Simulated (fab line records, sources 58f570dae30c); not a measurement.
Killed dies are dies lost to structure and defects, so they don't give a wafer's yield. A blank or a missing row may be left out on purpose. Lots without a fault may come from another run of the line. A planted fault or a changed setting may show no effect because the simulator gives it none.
One fault seen from 2 desks | flow berkeley_cmos170 | each desk has only its own numbers; what lay behind them comes last

THE TOOL OWNER'S DESK: plasma_asher-01
The tool's own readings at UCB170_PWELL_STRIP_16 (strips in O2): means of the sampled wafers that have a number, for each lot that ran on this tool. A lot is out of limits, marked OUT, if its mean lies more than 4 standard deviations from the usual mean; the brackets give that distance.
Columns: A = drypump_motor_current_A at UCB170_PWELL_STRIP_16, usual 5.7 A; B = oes_product_au at UCB170_PWELL_STRIP_16, usual 0.721 a.u.; C = strip_time_to_endpoint_s at UCB170_PWELL_STRIP_16, usual 18.01 s
lot  | first seen here | A   | B     | C
L915 | day 3 23:10     | 5.8 | 0.718 | 18.08
L921 | day 5 01:57     | 5.8 | 0.726 | 18.00
L922 | day 5 02:23     | 5.8 | 0.720 | 18.06
L923 | day 5 09:17     | 5.8 | 0.721 | 18.14
L927 | day 6 07:31     | 5.8 | 0.726 | 17.97
This desk's finding: nothing out of limits on any of the 5 lots.

THE METROLOGY DESK
What the gauges read, lot by lot, whatever tool the lot ran on: means of the sampled wafers that have a number. A lot is out of limits, marked OUT, if its mean lies more than 4 standard deviations from the usual mean; the brackets give that distance.
Columns: A = cd_nm at UCB170_CONTACT_CD_MEAS_90, usual 699.8 nm; B = cd_nm at UCB170_V1_CD_MEAS_12, usual 699.5 nm; C = cd_nm at UCB170_V2_CD_MEAS_12, usual 699.9 nm
lot  | first seen here | A     | B     | C
L913 | day 7 17:14     | 701.0 | 698.4 | 697.5
L918 | day 8 15:26     | 698.0 | 699.7 | 699.4
L915 | day 8 15:33     | 699.4 | 698.5 | 698.0
L914 | day 8 16:17     | 702.5 | 700.5 | 699.7
L920 | day 9 13:31     | 701.3 | 699.8 | 701.9
L921 | day 9 13:59     | 699.9 | 699.9 | 700.4
L922 | day 9 15:28     | 698.6 | 698.3 | 701.6
L919 | day 9 15:58     | 698.6 | 699.8 | 700.0
L924 | day 9 23:33     | 697.5 | 699.3 | 703.6
L923 | day 10 00:15    | 700.8 | 701.1 | 699.2
L927 | day 10 20:33    | 700.1 | 700.3 | 699.2
L931 | day 11 12:20    | 698.5 | 699.8 | 699.3
L935 | day 12 13:47    | 698.9 | 700.8 | 699.9
L934 | day 12 14:18    | 701.7 | 697.6 | 699.4
This desk's finding: nothing out of limits on any of the 14 lots.

PUT TOGETHER
The tool owner's desk saw nothing out of limits.
The metrology desk saw nothing out of limits.

WHAT THE SIMULATOR HAD PUT IN
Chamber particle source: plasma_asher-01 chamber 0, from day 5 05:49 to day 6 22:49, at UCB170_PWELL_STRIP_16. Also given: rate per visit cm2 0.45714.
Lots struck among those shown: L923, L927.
